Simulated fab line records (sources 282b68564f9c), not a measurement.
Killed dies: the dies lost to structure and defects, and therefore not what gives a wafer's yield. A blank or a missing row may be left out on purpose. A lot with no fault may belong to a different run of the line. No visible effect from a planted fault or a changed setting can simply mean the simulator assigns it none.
The same fault as seen by 2 desks || flow rit cmos || what lay behind the numbers comes last; until then each desk has only its own

== AT THE TOOL OWNER'S DESK: plasma asher-04 ==
The tool's own readings at RIT_PRETRO_STRIP_09 (strips in O2, time 180 s): means of the sampled wafers that have a number, for each lot that ran on this tool. The brackets show how far a lot's mean lies from the usual mean; more than 4 standard deviations puts the lot out of limits, marked OUT.
Columns: A = chamber pressure mTorr at RIT_PRETRO_STRIP_09, usual 4000 mTorr; B = drypump motor current A at RIT_PRETRO_STRIP_09, usual 6.1 A; C = run length s at RIT_PRETRO_STRIP_09, usual 208.3 s
{"lot": "L793", "first seen here": "day 2 13:11", "A": 4002, "B": 5.9, "C": 208.0}
{"lot": "L796", "first seen here": "day 3 03:34", "A": 4004, "B": 5.6, "C": 208.1}
{"lot": "L805", "first seen here": "day 5 02:05", "A": 4002, "B": 5.2, "C": "27.1 (-99 or more) OUT"}
Finding of this desk: L805 out of limits; the first was L805 at day 5 02:05, on run length s at RIT_PRETRO_STRIP_09. Within limits: L793, L796.

== METROLOGY DESK ==
Lot by lot, what the gauges showed, no matter which tool ran the lot: averages of those sampled wafers that carry a number. The brackets show how far a lot's mean lies from the usual mean; more than 4 standard deviations puts the lot out of limits, marked OUT.
Columns: A = NRETRO_TW at RIT_NRETRO_TW_MEAS_10, usual 1066; B = PRETRO_OVL at RIT_PRETRO_OVL_MEAS_06, usual -0.4 nm; C = PRETRO_TW at RIT_PRETRO_TW_MEAS_10, usual 483
{"lot": "L793", "first seen here": "day 2 11:40", "A": 1062, "B": -1.7, "C": 477}
{"lot": "L796", "first seen here": "day 3 02:04", "A": 1065, "B": -0.8, "C": 488}
{"lot": "L805", "first seen here": "day 5 00:33", "A": 1069, "B": 1.4, "C": 488}
{"lot": "L814", "first seen here": "day 6 19:59", "A": 1068, "B": -0.5, "C": 482}
{"lot": "L815", "first seen here": "day 7 01:40", "A": 1066, "B": -0.2, "C": 484}
Finding of this desk: none of the 5 lots has anything out of limits.

== PUT TOGETHER ==
At day 5 02:05, on L805, the tool owner's desk was in a position to raise an alarm.
Metrology desk: nothing out of limits seen.
The metrology desk holds a record of L805, inside its limits.
Of the lots named, all ran RIT_PRETRO_STRIP_09 on plasma asher-04.

== WHAT THE SIMULATOR HAD PUT IN ==
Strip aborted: plasma asher-04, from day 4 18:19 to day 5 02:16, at RIT_PRETRO_STRIP_09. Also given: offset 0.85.
Shown lots that were struck: L805.
How many hours passed from the start of the fault until each desk's first out-of-limits reading: the tool owner's desk, 8.
